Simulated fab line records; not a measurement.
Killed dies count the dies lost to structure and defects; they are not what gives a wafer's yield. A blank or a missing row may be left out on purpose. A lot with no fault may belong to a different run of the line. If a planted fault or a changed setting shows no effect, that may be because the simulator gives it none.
Matching of chambers ; flow berkeley cmos170 ; UCB170_V1_CMP_02 on cmp-02 has 4 sister chambers
The step polishes SiO2. 8 wafers are shown with their chamber, then 7 later ones without.

## WAFERS PAIRED WITH THEIR CHAMBERS
wafer;chamber;motor current A (A);edge zone pressure frac
L503.1;2;18.1;0.996
L505.6;2;18.8;1.001
L519.4;3;15.4;0.992
L519.6;0;18.1;1.004
L518.2;3;15.5;1.000
L518.6;1;14.0;0.990
L517.2;1;15.1;1.005
L517.3;0;18.4;1.011

## WAFERS WITHOUT THEIR CHAMBER
wafer;motor current A (A);edge zone pressure frac
L517.4;18.8;1.005
L520.1;16.6;1.007
L520.5;18.8;1.001
L520.6;15.5;1.004
L524.1;18.6;1.004
L524.3;17.6;0.998
L524.4;14.6;1.009

## THE CHAMBER EACH PASSED THROUGH
wafer;from the rows above;in truth
L517.4;can't be placed: 2 or 0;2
L520.1;can't be placed: 3 or 0 or 2 or 1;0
L520.5;can't be placed: 2 or 0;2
L520.6;can't be placed: 3 or 1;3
L524.1;can't be placed: 2 or 0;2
L524.3;can't be placed: 2 or 0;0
L524.4;can't be placed: 1 or 3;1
Placed correctly: 0 of 7. Not placeable from these rows: 7 (in 7, the candidates include the true chamber). Number placed wrongly: 0.
How it was worked out, from the rows above alone: a wafer's distance from a chamber is the root of the sum, over the readings, of the square of ((its reading less the chamber's mean) divided by the reading's scatter). The wafer belongs to the nearest chamber; if the next one is less than 2 further off, it can't be placed. A chamber's mean is the mean of its shown wafers. The scatter: the root of (the sum of the squares of (reading less its chamber's mean) over the shown wafers, divided by (wafers less chambers)).
